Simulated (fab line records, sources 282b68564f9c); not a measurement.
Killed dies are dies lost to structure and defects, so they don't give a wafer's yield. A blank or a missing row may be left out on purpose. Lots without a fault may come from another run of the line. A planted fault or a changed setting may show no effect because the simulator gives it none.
Which tool did it? | flow rit_cmos | 15 lots, 45 wafers sampled, at 3 steps of a route of 202

WHAT THE GAUGES READ, wafer by wafer
RIT_NSD_OVL_MEAS_06.
lot  | measured    | on         | NSD_OVL (nm)
L937 | day 3 01:10 | overlay-01 | -0.3 -0.6 -0.5
L938 | day 3 03:43 | overlay-02 | 1.5 1.7 2.0
L939 | day 3 08:28 | overlay-01 | -1.8 -1.9 -2.4
L940 | day 3 15:22 | overlay-01 | 0.0 0.6 1.6
L941 | day 3 18:50 | overlay-01 | 2.5 0.9 2.2
L942 | day 4 00:50 | overlay-02 | 1.3 0.6 1.6
L944 | day 4 13:29 | overlay-02 | 3.3 2.6 3.1
L948 | day 5 09:08 | overlay-01 | 1.0 -0.8 -0.2
L949 | day 5 12:36 | overlay-02 | 420.7 419.8 422.5
L950 | day 5 17:20 | overlay-02 | 421.7 419.3 420.8
L951 | day 6 00:41 | overlay-02 | 419.2 418.1 420.2
L954 | day 6 12:53 | overlay-02 | 2.1 1.1 0.9
L956 | day 6 23:11 | overlay-01 | 2.3 0.6 1.9
L958 | day 7 08:11 | overlay-01 | 1.1 2.0 1.1
L960 | day 8 00:14 | overlay-01 | 3.4 4.1 3.4

WHICH TOOL RAN EACH LOT (tool, then ch and the chambers of the sampled wafers, then the start)
lot  | RIT_ACTIVE_ETCH_13                | RIT_NSD_EXPOSE_03
L937 | rie_diel-03 ch 0,2,3, day 1 15:02 | iline_stepper-01 ch 0, day 3 00:47
L938 | rie_diel-01 ch 0,1, day 1 19:49   | iline_stepper-01 ch 0, day 3 03:20
L939 | rie_diel-02 ch 1,2, day 2 00:50   | iline_stepper-01 ch 0, day 3 08:04
L940 | rie_diel-03 ch 0,1,2, day 2 05:50 | iline_stepper-01 ch 0, day 3 14:58
L941 | rie_diel-03 ch 0,2,3, day 2 11:23 | iline_stepper-02 ch 0, day 3 18:26
L942 | rie_diel-01 ch 0,2,3, day 2 16:34 | iline_stepper-02 ch 0, day 4 00:26
L944 | rie_diel-03 ch 0,2,3, day 3 03:50 | iline_stepper-02 ch 0, day 4 13:07
L948 | rie_diel-02 ch 0,1,2, day 3 21:50 | iline_stepper-02 ch 0, day 5 08:44
L949 | rie_diel-02 ch 0,1, day 4 04:30   | iline_stepper-01 ch 0, day 5 12:12
L950 | rie_diel-03 ch 0,2,3, day 4 08:38 | iline_stepper-01 ch 0, day 5 16:56
L951 | rie_diel-01 ch 1,2,3, day 4 15:01 | iline_stepper-01 ch 0, day 6 00:17
L954 | rie_diel-01 ch 0,1,3, day 5 05:52 | iline_stepper-02 ch 0, day 6 12:29
L956 | rie_diel-03 ch 0,2,3, day 5 14:47 | iline_stepper-02 ch 0, day 6 22:47
L958 | rie_diel-03 ch 0,3, day 6 00:06   | iline_stepper-02 ch 0, day 7 07:49
L960 | rie_diel-01 ch 1,2, day 6 10:50   | iline_stepper-02 ch 0, day 7 23:48
- RIT_ACTIVE_ETCH_13: etches Si3N4 in SF6, stops on SiO2, time 210 s, target depth 210 nm.
- RIT_NSD_EXPOSE_03: exposes mask M9, target cd 40700 nm.

WHAT THE TOOLS THEMSELVES READ (means of the sampled wafers that have a number; where no wafer has one, the mark that the record gives instead)
RIT_ACTIVE_ETCH_13.
lot  | tool        | drypump_motor_current_A (A) | oes_product_au (a.u.) | throttle_valve_pct (%)
L937 | rie_diel-03 | 5.9                         | 0.821                 | 7.43
L938 | rie_diel-01 | 5.5                         | 0.812                 | 7.59
L939 | rie_diel-02 | 6.5                         | 0.816                 | 7.64
L940 | rie_diel-03 | 6.0                         | 0.825                 | 7.52
L941 | rie_diel-03 | 5.9                         | 0.817                 | 7.41
L942 | rie_diel-01 | 6.0                         | 0.816                 | 7.44
L944 | rie_diel-03 | 5.9                         | 0.819                 | 7.43
L948 | rie_diel-02 | 6.4                         | 0.835                 | 7.58
L949 | rie_diel-02 | 6.7                         | 0.837                 | 7.64
L950 | rie_diel-03 | 5.9                         | 0.817                 | 7.43
L951 | rie_diel-01 | 5.9                         | 0.823                 | 7.38
L954 | rie_diel-01 | 5.7                         | 0.825                 | 7.50
L956 | rie_diel-03 | 5.9                         | 0.818                 | 7.43
L958 | rie_diel-03 | 6.0                         | 0.833                 | 7.45
L960 | rie_diel-01 | 5.7                         | 0.814                 | 7.48

THE ANSWER, worked out from the rows above alone
Rule: what is usual is taken from the lots themselves. Put in order of their means at a reading, lots are off if they are a third of the lots or fewer, leave a main group of 4 or more, and stand apart from it by a gap of 3 or more times the standard deviation of the main group's means; of several such gaps the widest counts. A main group whose means are all the same, to the digits that the tables above print for the reading, isn't used. A lot without any number at a reading at which 4 lots or more have one is off too. The other lots that the step has rows for count as sound. The gauges are gone through in route order, then the tools' own readings, and for those a lot's mean is taken as printed above. The first step at which some lot is off is used, and at that step the reading that is off furthest; a lot without a number counts as furthest.
Off: L949, L950, L951, at RIT_NSD_OVL_MEAS_06 (NSD_OVL). The main group: mean 1.2 nm, standard deviation 1.4.
A tool fits if, at a process step before that reading, it ran every lot that is off, and no sound lot after the first of them. The gauges at RIT_NSD_OVL_MEAS_06 are tried like those tools. One fits: iline_stepper-01 at RIT_NSD_EXPOSE_03. Its last sound lot is L940 (day 3 14:58), its first lot that is off L949 (day 5 12:12): a fault that began between those two fits.

WHAT THE SIMULATOR HAD PUT IN
Scanner matching overlay: iline_stepper-01, from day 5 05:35 on, at RIT_NSD_EXPOSE_03. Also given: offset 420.
Lots struck among those shown: L949, L950, L951. The rule above found the same.
